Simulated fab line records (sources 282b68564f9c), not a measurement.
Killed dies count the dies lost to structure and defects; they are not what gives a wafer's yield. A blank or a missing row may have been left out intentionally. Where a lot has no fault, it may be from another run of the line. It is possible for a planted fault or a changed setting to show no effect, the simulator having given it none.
One fault seen from 2 desks :: flow ritCmos :: numbers are kept per desk, each desk with only its own; the story behind them comes last

AT THE METROLOGY DESK
Means of the sampled wafers that have a number, per lot and without regard to the tool the lot ran on: this is what the gauges read. The brackets show how far a lot's mean lies from the usual mean; more than 4 standard deviations puts the lot out of limits, marked OUT.
Columns: A = INCOMING_BOW at RIT_ACTIVE_BOW_MEAS_00, usual -1 um; B = CONTACT_OVL at RIT_CONTACT_OVL_MEAS_09, usual -0.6 nm; C = cdNm at RIT_M1_CD_MEAS_09, usual 2600.8 nm
lot: L279
first seen here: day 1 10:00
A: -2
B: -0.7
C: 2599.6

lot: L280
first seen here: day 1 15:00
A: -1
B: -1.0
C: 2602.6

lot: L281
first seen here: day 1 20:02
A: -7
B: -0.1
C: 2600.4

lot: L284
first seen here: day 2 11:00
A: -3
B: -1.8
C: 2603.1

lot: L285
first seen here: day 2 16:01
A: -5
B: -0.6
C: 2601.5

lot: L286
first seen here: day 2 21:01
A: 6
B: 0.1
C: 2598.8

lot: L291
first seen here: day 3 22:00
A: -4
B: -1.0
C: 2599.7

lot: L292
first seen here: day 4 03:00
A: 2
B: -2.4
C: 2599.7

lot: L293
first seen here: day 4 08:00
A: 4
B: -0.7
C: 2599.9

lot: L294
first seen here: day 4 13:00
A: 4
B: -0.1
C: 2600.0

lot: L295
first seen here: day 4 18:01
A: -0
B: 1.4
C: 2603.8

lot: L297
first seen here: day 5 04:01
A: 7
B: -0.1
C: 2595.4

lot: L300
first seen here: day 5 19:01
A: -0
B: -0.5
C: 2601.3

lot: L302
first seen here: day 6 05:00
A: -2
B: 1.0
C: 2602.3
Finding of this desk: none of the 14 lots has anything out of limits.

FOR THE TOOL OWNER'S DESK: rieDiel-02
The tool's own readings at RIT_CONTACT_ETCH_11 (etches SiO2 in CHF3/CF4/Ar, stops on TiSi2, target depth 480 nm, time 320 s): means of the sampled wafers that have a number, for each lot that ran on this tool. The brackets show how far a lot's mean lies from the usual mean; more than 4 standard deviations puts the lot out of limits, marked OUT.
Columns: A = drypumpMotorCurrentA at RIT_CONTACT_ETCH_11, usual 5.7 A; B = oesProductAu at RIT_CONTACT_ETCH_11, usual 0.983 a.u.; C = rfFwdPowerW at RIT_CONTACT_ETCH_11, usual 199.7 W; D = throttleValvePct at RIT_CONTACT_ETCH_11, usual 8.90 %
lot: L280
first seen here: day 3 09:36
A: 5.7
B: 0.989
C: 199.7
D: 8.95

lot: L284
first seen here: day 4 11:57
A: 5.9
B: 0.966
C: 199.5
D: 8.93

lot: L286
first seen here: day 4 17:40
A: 5.7
B: 0.985
C: 199.8
D: 8.95

lot: L291
first seen here: day 5 22:01
A: 5.8
B: 0.990
C: 168.3 (-53) OUT
D: 8.93

lot: L292
first seen here: day 6 03:54
A: 5.8
B: 0.987
C: 167.6 (-54) OUT
D: 8.92
This desk finds L291, L292 out of limits, L291 being first, at day 5 22:01 (rfFwdPowerW at RIT_CONTACT_ETCH_11). In limits: L280, L284, L286.

TAKEN TOGETHER
An alarm could have come from the tool owner's desk at day 5 22:01, on L291, L292.
At the metrology desk, nothing out of limits was observed.
The metrology desk has L291, L292 on record, within its limits.
The lots listed all ran RIT_CONTACT_ETCH_11 on rieDiel-02.

WHAT WAS PUT IN BY THE SIMULATOR
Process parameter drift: rieDiel-02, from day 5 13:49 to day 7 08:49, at RIT_CONTACT_ETCH_11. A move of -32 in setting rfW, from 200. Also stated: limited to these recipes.
Struck lots among those shown: L291, L292.
Time in hours from fault onset to the first out-of-limits reading at each desk: the tool owner's desk, 8.
